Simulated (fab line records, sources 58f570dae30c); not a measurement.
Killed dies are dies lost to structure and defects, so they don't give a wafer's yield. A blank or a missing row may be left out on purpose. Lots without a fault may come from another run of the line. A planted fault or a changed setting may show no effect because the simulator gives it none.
A struck lot beside a sound one | flow berkeley_cmos170 | 17 steps out of a route of 331
Sound: wafers L169.1, L169.3, L169.4. Struck: wafers L179.3, L179.4, L179.6. The cause comes at the end.
At each step with rows: each side's tool, then ch and its chambers, then its first start. Under that, the readings that differ: sound wafers | struck wafers | difference of the means | sigmas: that difference in standard deviations of wafers without a fault.
alike: readings whose means differ by less than 2 such deviations, and words and numbers that are the same on both sides. not compared: withheld readings, readings that some wafer has no value for, bounds like >300 that may hide the same value, and numbers for which the record gives no deviation and whose values overlap.
The two part at a step that has a row with sigmas, a row that says differs or no value, or rows on one side only. Numbers that don't overlap but have no deviation are shown without sigmas and don't part them. A reading that every wafer of one side lacks parts them only if that side has two wafers or more.

first, 1 step without rows for these wafers: UCB170_NLDD_IMPLANT_09.
UCB170_NLDD_STRIP_10: strips in O2.
  sound on plasma_asher-02 ch 0,1, day 5 13:47; struck on plasma_asher-03 ch 0,1, day 8 06:26
  alike: chamber_pressure_mTorr, drypump_motor_current_A, oes_product_au, strip_time_to_endpoint_s
  not compared: rf_hours_counter_h
UCB170_NLDD_TW_MEAS_11:
  sound on film_metro-01, day 5 13:53; struck on film_metro-02, day 8 06:31
  alike: NLDD_TW
then, 1 step without rows for these wafers: UCB170_NLDD_CLEAN_12 (cleans in SPM, time 600 s).
UCB170_SPACER_CVD_00: deposits SiO2 from TEOS/O2, target thk 376 nm, time 47 s.
  sound on pecvd-02 ch 1,2, day 5 14:08; struck on pecvd-02 ch 0,1,2, day 8 06:44
  alike: heater_power_w
UCB170_SPACER_THK_MEAS_01:
  sound on film_metro-03, day 5 14:10; struck on film_metro-03, day 8 06:48
  alike: SPACER_TEOS_THK
then, 1 step without rows for these wafers: UCB170_SPACER_ANNEAL_02 (time 1800 s).
UCB170_SPACER_ETCHBACK_03: etches SiO2 in CHF3/CF4/Ar, stops on Si, target depth 376 nm, time 100 s.
  sound on rie_diel-01 ch 0,1,2, day 5 18:57; struck on rie_diel-03 ch 0,1,3, day 8 10:29
  alike: cf4_flow_sccm, chamber_pressure_mTorr, drypump_motor_current_A, oes_product_au, throttle_valve_pct
  not compared: rf_hours_counter_h
then, 4 steps without rows for these wafers: UCB170_PSD_HMDS_00 (prime time 60 s); UCB170_PSD_COAT_01 (resist thk 900 nm); UCB170_PSD_SOFTBAKE_02 (time 60 s); UCB170_PSD_EXPOSE_03 (exposes mask PSELECT MOD, target cd 1200 nm).
UCB170_PSD_PEB_04:
  sound on litho_track-03 ch 0, day 5 20:07; struck on litho_track-02 ch 0, day 8 11:11
  reading                  | sound             | struck            | difference | sigmas
  heater_power_total_W (W) | 56.73 56.81 56.87 | 65.97 65.90 65.85 | +9.10      | +99 or more
then, 1 step without rows for these wafers: UCB170_PSD_DEVELOP_05 (develop time 45 s).
UCB170_PSD_CD_MEAS_06: target cd 1200 nm.
  sound on cd_sem-02, day 5 20:24; struck on cd_sem-02, day 8 11:44
  reading    | sound                | struck               | difference | sigmas
  cd_nm (nm) | 1200.1 1200.0 1199.7 | 1164.9 1164.5 1163.6 | -35.6      | -24
  not compared: hold
UCB170_PSD_OVL_MEAS_07:
  sound on overlay-01, day 5 20:31; struck on overlay-02, day 8 18:30
  reading | sound | struck                                                                     | difference                   | sigmas
  hold    | - - - | await_dispo/2.7h/release await_dispo/2.7h/release await_dispo/2.7h/release | no value on the sound wafers |
  alike: PSD_OVL
UCB170_M3_PROBE_99:
  the record has rows for the struck wafers here (prober-01, day 10 06:00) and none for the sound ones

WHERE THEY PART
First at UCB170_PSD_PEB_04; last, within this record, at UCB170_M3_PROBE_99.

WHY: what the simulator had put in
Process parameter drift: litho_track-02, from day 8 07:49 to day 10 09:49, at UCB170_PSD_PEB_04. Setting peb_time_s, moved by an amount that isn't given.
